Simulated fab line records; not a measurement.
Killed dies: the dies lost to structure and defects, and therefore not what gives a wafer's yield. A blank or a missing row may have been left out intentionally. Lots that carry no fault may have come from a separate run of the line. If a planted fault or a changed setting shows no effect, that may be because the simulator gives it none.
Split-lot experiment || flow berkeley_cmos170 || route with 331 steps; 5 lots, 23 wafers read

ON THE SPLIT
At UCB170_FIELD_OXIDATION_01 (target thk 558.3 nm, ox time 7200 s), the setting temp_c was moved away from the recipe's 1000 C on 15 of the 23 wafers read, by +1.6% to +3.0%. This setting was run at the recipe's value on the other wafers.

FROM THE SPLIT TO THE READING: what the file shows between them, 10 steps
- UCB170_FIELD_THK_MEAS_02
- UCB170_FIELD_ANNEAL_03: time 1200 s
- UCB170_FIELD_WET_ETCH_04: etches SiO2 in dHF, time 60 s
- UCB170_FIELD_WET_ETCH_05: etches Si3N4 in H3PO4, time 12600 s
- UCB170_FIELD_WET_ETCH_06: etches SiO2 in BOE, time 22 s
- UCB170_FIELD_THK_MEAS_90
- UCB170_PVT_HMDS_00: prime time 60 s (also split here: prime_temp_c)
- UCB170_PVT_COAT_01: resist thk 900 nm
- UCB170_PVT_SOFTBAKE_02: time 60 s
- UCB170_GATE_WET_ETCH_00: etches SiO2 in dHF, time 200 s

THE READING
FIELD_OXIDE_LEFT_2_THK (nm), taken at UCB170_FIELD_THK_MEAS_91. Fault-free wafers of this fab line usually give 355 nm, standard deviation 9.2 nm.

{"wafer": "L074.1", "tool, chamber at the split": "-, -", "temp_c as run, C": 1027, "against the recipe": "+2.7%", "FIELD_OXIDE_LEFT_2_THK, nm": 445, "against lot-mates on the recipe": "no lot-mate on the recipe"}
{"wafer": "L074.2", "tool, chamber at the split": "-, -", "temp_c as run, C": 1027, "against the recipe": "+2.7%", "FIELD_OXIDE_LEFT_2_THK, nm": 460, "against lot-mates on the recipe": "no lot-mate on the recipe"}
{"wafer": "L074.3", "tool, chamber at the split": "-, -", "temp_c as run, C": 1027, "against the recipe": "+2.7%", "FIELD_OXIDE_LEFT_2_THK, nm": 453, "against lot-mates on the recipe": "no lot-mate on the recipe"}
{"wafer": "L074.4", "tool, chamber at the split": "-, -", "temp_c as run, C": 1027, "against the recipe": "+2.7%", "FIELD_OXIDE_LEFT_2_THK, nm": 454, "against lot-mates on the recipe": "no lot-mate on the recipe"}
{"wafer": "L074.6", "tool, chamber at the split": "-, -", "temp_c as run, C": 1027, "against the recipe": "+2.7%", "FIELD_OXIDE_LEFT_2_THK, nm": 444, "against lot-mates on the recipe": "no lot-mate on the recipe"}
{"wafer": "L079.2", "tool, chamber at the split": "-, -", "temp_c as run, C": 1000, "against the recipe": "recipe", "FIELD_OXIDE_LEFT_2_THK, nm": 354, "against lot-mates on the recipe": "-"}
{"wafer": "L079.3", "tool, chamber at the split": "-, -", "temp_c as run, C": 1000, "against the recipe": "recipe", "FIELD_OXIDE_LEFT_2_THK, nm": 359, "against lot-mates on the recipe": "-"}
{"wafer": "L079.4", "tool, chamber at the split": "-, -", "temp_c as run, C": 1000, "against the recipe": "recipe", "FIELD_OXIDE_LEFT_2_THK, nm": 360, "against lot-mates on the recipe": "-"}
{"wafer": "L079.5", "tool, chamber at the split": "-, -", "temp_c as run, C": 1000, "against the recipe": "recipe", "FIELD_OXIDE_LEFT_2_THK, nm": 350, "against lot-mates on the recipe": "-"}
{"wafer": "L079.6", "tool, chamber at the split": "-, -", "temp_c as run, C": 1000, "against the recipe": "recipe", "FIELD_OXIDE_LEFT_2_THK, nm": 350, "against lot-mates on the recipe": "-"}
{"wafer": "L078.1", "tool, chamber at the split": "-, -", "temp_c as run, C": 1030, "against the recipe": "+3.0%", "FIELD_OXIDE_LEFT_2_THK, nm": 458, "against lot-mates on the recipe": "no lot-mate on the recipe"}
{"wafer": "L078.2", "tool, chamber at the split": "-, -", "temp_c as run, C": 1030, "against the recipe": "+3.0%", "FIELD_OXIDE_LEFT_2_THK, nm": 465, "against lot-mates on the recipe": "no lot-mate on the recipe"}
{"wafer": "L078.3", "tool, chamber at the split": "-, -", "temp_c as run, C": 1030, "against the recipe": "+3.0%", "FIELD_OXIDE_LEFT_2_THK, nm": 468, "against lot-mates on the recipe": "no lot-mate on the recipe"}
{"wafer": "L078.4", "tool, chamber at the split": "-, -", "temp_c as run, C": 1030, "against the recipe": "+3.0%", "FIELD_OXIDE_LEFT_2_THK, nm": 462, "against lot-mates on the recipe": "no lot-mate on the recipe"}
{"wafer": "L078.6", "tool, chamber at the split": "-, -", "temp_c as run, C": 1030, "against the recipe": "+3.0%", "FIELD_OXIDE_LEFT_2_THK, nm": 455, "against lot-mates on the recipe": "no lot-mate on the recipe"}
{"wafer": "L083.1", "tool, chamber at the split": "-, -", "temp_c as run, C": 1016, "against the recipe": "+1.6%", "FIELD_OXIDE_LEFT_2_THK, nm": 407, "against lot-mates on the recipe": "no lot-mate on the recipe"}
{"wafer": "L083.3", "tool, chamber at the split": "-, -", "temp_c as run, C": 1016, "against the recipe": "+1.6%", "FIELD_OXIDE_LEFT_2_THK, nm": 420, "against lot-mates on the recipe": "no lot-mate on the recipe"}
{"wafer": "L083.4", "tool, chamber at the split": "-, -", "temp_c as run, C": 1016, "against the recipe": "+1.6%", "FIELD_OXIDE_LEFT_2_THK, nm": 419, "against lot-mates on the recipe": "no lot-mate on the recipe"}
{"wafer": "L083.5", "tool, chamber at the split": "-, -", "temp_c as run, C": 1016, "against the recipe": "+1.6%", "FIELD_OXIDE_LEFT_2_THK, nm": 414, "against lot-mates on the recipe": "no lot-mate on the recipe"}
{"wafer": "L083.6", "tool, chamber at the split": "-, -", "temp_c as run, C": 1016, "against the recipe": "+1.6%", "FIELD_OXIDE_LEFT_2_THK, nm": 415, "against lot-mates on the recipe": "no lot-mate on the recipe"}
{"wafer": "L084.2", "tool, chamber at the split": "furnace-04, 0", "temp_c as run, C": 1000, "against the recipe": "recipe", "FIELD_OXIDE_LEFT_2_THK, nm": 348, "against lot-mates on the recipe": "-"}
{"wafer": "L084.4", "tool, chamber at the split": "furnace-04, 0", "temp_c as run, C": 1000, "against the recipe": "recipe", "FIELD_OXIDE_LEFT_2_THK, nm": 356, "against lot-mates on the recipe": "-"}
{"wafer": "L084.5", "tool, chamber at the split": "furnace-04, 0", "temp_c as run, C": 1000, "against the recipe": "recipe", "FIELD_OXIDE_LEFT_2_THK, nm": 354, "against lot-mates on the recipe": "-"}

FIT RESULTS
A straight line over all 23 wafers: FIELD_OXIDE_LEFT_2_THK changes by +36 nm for each +1% of temp_c; r = +0.99; the points scatter about the line by 5.2 nm.
Too few moved wafers with a lot-mate on the recipe to fit a line net of each lot's own level.

THE WHOLE CHAIN: every reading that the file lists as answering this split, in the file's order
{"step": "UCB170_FIELD_OXIDATION_01", "what it does": "target thk 558.3 nm, ox time 7200 s", "reading": "SiO2_of_FIELD_OXIDATION_01.thk_nm (the simulator's own value, which no gauge read)", "change (the file's fit)": "+36.2 nm for each +1% of the setting", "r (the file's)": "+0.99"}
{"step": "UCB170_FIELD_THK_MEAS_02", "what it does": "", "reading": "FIELD_OXIDE_THK", "change (the file's fit)": "+36.2 for each +1% of the setting", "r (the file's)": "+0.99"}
{"step": "UCB170_FIELD_THK_MEAS_90", "what it does": "", "reading": "FIELD_OXIDE_LEFT_1_THK", "change (the file's fit)": "+36.2 for each +1% of the setting", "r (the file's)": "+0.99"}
{"step": "UCB170_FIELD_THK_MEAS_91", "what it does": "", "reading": "FIELD_OXIDE_LEFT_2_THK", "change (the file's fit)": "+36 for each +1% of the setting", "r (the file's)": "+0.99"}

FILE'S OWN FIT
FIELD_OXIDE_LEFT_2_THK changes by +36 nm for each +1% of temp_c, r = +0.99.
